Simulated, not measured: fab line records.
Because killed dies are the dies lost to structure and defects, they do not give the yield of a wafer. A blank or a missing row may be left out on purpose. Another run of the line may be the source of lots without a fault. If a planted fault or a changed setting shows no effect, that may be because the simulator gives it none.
8D (eight disciplines) problem report, filled in by code / flow rit_cmos / the parts of the form that need people (team, actions taken, sign-off) are left out

## 1. THE ISSUE
run_length_s at RIT_GATE_ETCH_19 reads a mean of 238.7 s on 1 wafer of 1 lot; wafers without a fault read 193.4 s with a standard deviation of 0.54. Measured from the usual mean, that is +84 standard deviations.
The step: etches poly-Si in SF6/CHF3/O2, stops on SiO2, time 165 s, target depth 312.5 nm.
Earliest sighting: wafer L862.4 on rie_si-02 at day 5 17:25. The record has a number at this step for 15 wafers belonging to 5 lots. Rule for "out", or "out of limits": more than 4 standard deviations from the usual mean. The rest of the wafers with a number are treated as sound.

## 2. WHAT IT IS, WHAT IT ISN'T
question=which readings at this step | is=run_length_s, oes_product_au | is not=drypump_motor_current_A, throttle_valve_pct
question=which lots | is=L862 | is not=L854, L855, L864, L868
question=which wafers of those lots | is=L862.4 | is not=L862.3, L862.6
question=read on which tools | is=rie_si-02 | is not=rie_si-01
question=when | is=from day 5 17:25 | is not=up to then (8 sound wafers); but 6 sound wafers of L864, L868 came after

## 3. WHAT RULES OUT EACH SUSPECT
Counting: a tool at a process step up to the reading stays a suspect if it ran every lot that is out. Sound lots after the first of them don't rule it out here, since some wafers of a struck lot are sound.
- rie_si-02 at RIT_GATE_ETCH_19 (etches poly-Si in SF6/CHF3/O2, stops on SiO2, time 165 s, target depth 312.5 nm): kept. The lot that is out, L862, ran on it at day 5 17:25; the last sound lot it ran before that was L854, at day 3 08:31. On those wafers its own readings are out: oes_product_au, run_length_s.
- Within rie_si-02 at RIT_GATE_ETCH_19, the wafers that are out were processed in chamber 2 and their sound lot-mates in chamber 1.
Remaining after the count: rie_si-02 at RIT_GATE_ETCH_19.

## 4. THE CAUSE (what the simulator had put in)
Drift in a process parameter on rie_si-02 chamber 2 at RIT_GATE_ETCH_19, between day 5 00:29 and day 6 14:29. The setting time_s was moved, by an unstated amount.
Only this tool survived the counting.

## 5. THE EFFECT CHAIN, in route order
Each row: a reading whose mean over the struck wafers that have a number lies more than 3 standard deviations from the usual. Only readings for which the record gives a usual standard deviation are gone through. hours: the time from each lot's start at the first step in this table that gives one to its start at this step, as a median over the lots. sigmas: the change in usual standard deviations.
hours=0; step=RIT_GATE_ETCH_19; reading=oes_product_au; usual=0.870 a.u.; on struck wafers=0.724; change=-0.146; sigmas=-9.1
hours=0; step=RIT_GATE_ETCH_19; reading=run_length_s; usual=193.4 s; on struck wafers=238.7; change=+45.3; sigmas=+84
Process steps it contains:
- RIT_GATE_ETCH_19: etches poly-Si in SF6/CHF3/O2, stops on SiO2, time 165 s, target depth 312.5 nm.

## 6. WHAT WOULD HAVE CAUGHT IT SOONER
17 hours passed between the start of the fault at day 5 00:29 and the first reading out of limits in this record, taken at day 5 17:25.
